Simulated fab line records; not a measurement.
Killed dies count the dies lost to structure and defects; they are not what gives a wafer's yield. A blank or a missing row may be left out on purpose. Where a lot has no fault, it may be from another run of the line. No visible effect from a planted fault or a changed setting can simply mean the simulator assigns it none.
What tool caused it? | flow berkeley cmos170 | 7 lots (21 wafers sampled), 1 step of a 331-step route

WHAT THE GAUGES SHOWED, per wafer
UCB170_PVT_TW_MEAS_09.
lot  | measured     | on            | PVT_TW
L781 | day 6 10:20  | film metro-01 | 507 507 509
L785 | day 7 05:40  | film metro-03 | 509 511 510
L789 | day 7 22:17  | film metro-01 | 512 509 510
L791 | day 8 20:17  | film metro-01 | 510 506 508
L794 | day 9 04:17  | film metro-01 | 508 508 508
L798 | day 10 04:10 | film metro-01 | 512 511 513
L800 | day 10 09:55 | film metro-01 | 513 510 511

EACH LOT AND THE TOOL THAT RAN IT (in order: tool; ch and the chambers of the sampled wafers; start)
The record holds no process step before these readings.

THE ANSWER, worked out from the rows above alone
Rule: what is usual is taken from the lots themselves. Put in order of their means at a reading, lots are off if they are a third of the lots or fewer, leave a main group of 4 or more, and stand apart from it by a gap of 3 or more times the standard deviation of the main group's means; of several such gaps the widest counts. A main group whose means are all the same, to the digits that the tables above print for the reading, isn't used. A lot without any number at a reading at which 4 lots or more have one is off too. All remaining lots with rows at the step are treated as sound.
None of the lots is off at any reading shown; this tells nothing.

WHAT THE SIMULATOR PUT IN
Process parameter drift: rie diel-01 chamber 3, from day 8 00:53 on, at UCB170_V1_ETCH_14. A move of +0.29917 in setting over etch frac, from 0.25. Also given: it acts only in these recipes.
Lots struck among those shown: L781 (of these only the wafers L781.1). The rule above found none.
